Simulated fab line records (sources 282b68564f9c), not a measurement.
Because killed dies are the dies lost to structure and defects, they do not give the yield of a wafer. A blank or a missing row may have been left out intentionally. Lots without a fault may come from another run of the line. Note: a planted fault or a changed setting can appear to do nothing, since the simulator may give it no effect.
Commonality check across tools | flow rit-cmos | 39 wafers sampled across 13 lots

THE REASON FOR OPENING IT
At RIT_PLDD_TW_MEAS_10 the reading PLDD_TW is flagged on 2 of 13 lots. No-fault wafers: 2329, standard deviation 13.
Rule: a lot is flagged in two cases, either no wafer of it has a number, or all its wafers with numbers fall more than 4 standard deviations from that mean. The other lots count as sound.

lot  | measured    | on            | PLDD_TW, wafer by wafer | flag
L770 | day 2 19:11 | film-metro-02 | 2324 2311 2319          |
L771 | day 2 23:47 | film-metro-04 | 2334 2332 2334          |
L772 | day 3 06:04 | film-metro-02 | 2302 2329 2322          |
L774 | day 3 16:11 | film-metro-03 | 2337 2340 2342          |
L776 | day 4 00:34 | film-metro-02 | 2315 2312 2319          |
L781 | day 5 01:59 | film-metro-04 | 1476 1475 1486          | FLAGGED
L782 | day 5 11:19 | film-metro-02 | 1463 1468 1468          | FLAGGED
L783 | day 5 13:01 | film-metro-04 | 2327 2317 2331          |
L784 | day 5 17:55 | film-metro-03 | 2342 2340 2356          |
L786 | day 6 04:11 | film-metro-02 | 2325 2310 2328          |
L788 | day 6 14:59 | film-metro-03 | 2346 2334 2348          |
L790 | day 6 23:56 | film-metro-02 | 2319 2326 2320          |
L791 | day 7 04:16 | film-metro-03 | 2337 2347 2349          |
On average the flagged lots' numbers are 1473, which is -856 against the usual, or -66 standard deviations.

WHICH TOOL EACH LOT WENT THROUGH
The record keeps 1 process step preceding the reading, out of 202 steps on the route. Cell contents, in order: the tool; ch with the chambers the sampled wafers went through; the start.
lot  | flag    | RIT_PLDD_IMPLANT_08
L770 |         | implanter-03 ch 0, day 2 18:53
L771 |         | implanter-01 ch 0, day 2 23:27
L772 |         | implanter-04 ch 0, day 3 05:44
L774 |         | implanter-04 ch 0, day 3 15:52
L776 |         | implanter-04 ch 0, day 4 00:15
L781 | FLAGGED | implanter-04 ch 0, day 5 01:43
L782 | FLAGGED | implanter-04 ch 0, day 5 11:00
L783 |         | implanter-03 ch 0, day 5 12:43
L784 |         | implanter-01 ch 0, day 5 17:37
L786 |         | implanter-01 ch 0, day 6 03:53
L788 |         | implanter-01 ch 0, day 6 14:42
L790 |         | implanter-01 ch 0, day 6 23:37
L791 |         | implanter-01 ch 0, day 7 03:59
What is done by these steps:
- RIT_PLDD_IMPLANT_08
- RIT_PLDD_TW_MEAS_10

FLAGGED AGAINST TOTAL, ONE TOOL AT A TIME (gauges that did the reading follow at the end)
step                | tool          | lots run | flagged | share of the flagged lots | sound lots run after its first flagged lot
RIT_PLDD_IMPLANT_08 | implanter-01  | 6        | 0       | none                      | -
RIT_PLDD_IMPLANT_08 | implanter-03  | 2        | 0       | none                      | -
RIT_PLDD_IMPLANT_08 | implanter-04  | 5        | 2       | all                       | 0
RIT_PLDD_TW_MEAS_10 | film-metro-02 | 6        | 1       | some                      | 2 (L786,L790)
RIT_PLDD_TW_MEAS_10 | film-metro-03 | 4        | 0       | none                      | -
RIT_PLDD_TW_MEAS_10 | film-metro-04 | 3        | 1       | some                      | 1 (L783)

WHAT IS ALLOWED BY THE TABLE
All flagged lots share 1 row of the table, namely implanter-04 at RIT_PLDD_IMPLANT_08.
- implanter-04 at RIT_PLDD_IMPLANT_08: 2 of its 5 lots flagged. A fault beginning between L776 (day 4 00:15), its last sound lot, and L781 (day 5 01:43), its first flagged one, fits the data. Its own readings (dose-ions-cm2, faraday-current-uA) fall more than 4 standard deviations out on all wafers of the flagged lots.
What remains is a single tool, implanter-04 at RIT_PLDD_IMPLANT_08.

WHAT THE SIMULATOR HAD PUT IN
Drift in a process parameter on implanter-04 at RIT_PLDD_IMPLANT_08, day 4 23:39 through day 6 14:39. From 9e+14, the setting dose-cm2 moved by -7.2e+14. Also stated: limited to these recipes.
Lots struck among those shown: L781, L782. This agrees with what the rule above found.
